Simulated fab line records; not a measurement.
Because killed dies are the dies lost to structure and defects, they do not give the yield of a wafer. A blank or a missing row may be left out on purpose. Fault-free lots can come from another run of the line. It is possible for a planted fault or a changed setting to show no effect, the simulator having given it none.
Check for tools in common | flow berkeley-cmos170 | Lots sampled 14, wafers sampled 42

THE REASON FOR OPENING IT
2 of 14 lots carry a flag on the reading PWELL_TW at UCB170_PWELL_TW_MEAS_17. Fault-free wafers read 381.2, with a standard deviation of 1.7.
Rule: flag the lot when none of its wafers has a number, or when each of its wafers that has one lies beyond 4 standard deviations from that mean. The other lots count as sound.

lot  | measured    | on            | PWELL_TW, wafer by wafer | flag
L968 | day 3 02:11 | film-metro-01 | 381.9 381.2 379.8        |
L969 | day 3 06:11 | film-metro-01 | 379.0 380.5 380.9        |
L972 | day 3 16:46 | film-metro-02 | 380.7 380.8 381.5        |
L971 | day 3 16:53 | film-metro-01 | 379.3 381.0 379.1        |
L973 | day 4 03:08 | film-metro-04 | 384.3 380.3 384.5        |
L974 | day 4 03:23 | film-metro-02 | 382.6 381.6 381.8        |
L975 | day 4 12:38 | film-metro-01 | 378.7 379.3 380.7        |
L977 | day 4 21:47 | film-metro-04 | 384.0 385.0 385.4        |
L979 | day 5 10:30 | film-metro-01 | 404.7 407.6 405.0        | FLAGGED
L984 | day 6 06:57 | film-metro-01 | 404.1 403.3 404.6        | FLAGGED
L987 | day 7 04:46 | film-metro-01 | 383.9 380.1 380.8        |
L988 | day 7 05:02 | film-metro-01 | 380.7 382.1 384.5        |
L986 | day 7 05:14 | film-metro-02 | 382.0 379.1 380.0        |
L991 | day 7 20:36 | film-metro-02 | 382.0 381.5 380.1        |
Average over the flagged lots: 404.9; offset from the usual +23.7, equal to +14 standard deviations.

WHICH TOOL RAN EACH LOT
The record holds 1 process step before the reading, out of a route of 331 steps. Read each cell as the tool, then ch plus the chambers that the sampled wafers visited, then the start.
lot  | flag    | UCB170_PWELL_IMPLANT_15
L968 |         | implanter-01 ch 0, day 3 01:56
L969 |         | implanter-01 ch 0, day 3 05:56
L972 |         | implanter-04 ch 0, day 3 16:32
L971 |         | implanter-03 ch 0, day 3 16:39
L973 |         | implanter-03 ch 0, day 4 02:54
L974 |         | implanter-01 ch 0, day 4 03:10
L975 |         | implanter-03 ch 0, day 4 12:23
L977 |         | implanter-03 ch 0, day 4 21:34
L979 | FLAGGED | implanter-03 ch 0, day 5 10:16
L984 | FLAGGED | implanter-03 ch 0, day 6 06:41
L987 |         | implanter-04 ch 0, day 7 04:31
L988 |         | implanter-01 ch 0, day 7 04:47
L986 |         | implanter-04 ch 0, day 7 05:00
L991 |         | implanter-01 ch 0, day 7 20:21
These steps, and what they do:
- UCB170_PWELL_IMPLANT_15
- UCB170_PWELL_TW_MEAS_17

FLAGGED AGAINST TOTAL, ONE TOOL AT A TIME (gauges that did the reading follow at the end)
step                    | tool          | lots run | flagged | share of the flagged lots | sound lots run after its first flagged lot
UCB170_PWELL_IMPLANT_15 | implanter-01  | 5        | 0       | none                      | -
UCB170_PWELL_IMPLANT_15 | implanter-03  | 6        | 2       | all                       | 0
UCB170_PWELL_IMPLANT_15 | implanter-04  | 3        | 0       | none                      | -
UCB170_PWELL_TW_MEAS_17 | film-metro-01 | 8        | 2       | all                       | 2 (L987,L988)
UCB170_PWELL_TW_MEAS_17 | film-metro-02 | 4        | 0       | none                      | -
UCB170_PWELL_TW_MEAS_17 | film-metro-04 | 2        | 0       | none                      | -

THE TABLE: WHAT IT ALLOWS
2 rows of the table ran every flagged lot: implanter-03 at UCB170_PWELL_IMPLANT_15, film-metro-01 at UCB170_PWELL_TW_MEAS_17.
- implanter-03 at UCB170_PWELL_IMPLANT_15 ran 6 lots, 2 of them flagged. Its last sound lot is L977 (day 4 21:34), its first flagged lot L979 (day 5 10:16): a fault that began between those two fits. Its own readings lie more than 4 standard deviations out on every wafer of the flagged lots: beam-on-s, faraday-current-uA.
- film-metro-01 at UCB170_PWELL_TW_MEAS_17 ran 8 lots, 2 of them flagged. Lots that were sound ran on it after the first flagged one (L987, L988); a persistent fault on the entire tool would not allow that.
implanter-03 at UCB170_PWELL_IMPLANT_15 is the single tool remaining.

WHAT THE SIMULATOR PUT IN
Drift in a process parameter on implanter-03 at UCB170_PWELL_IMPLANT_15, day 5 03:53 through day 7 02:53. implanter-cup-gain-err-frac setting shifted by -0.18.
Lots struck among those shown: L979, L984. The same result came from the rule above.
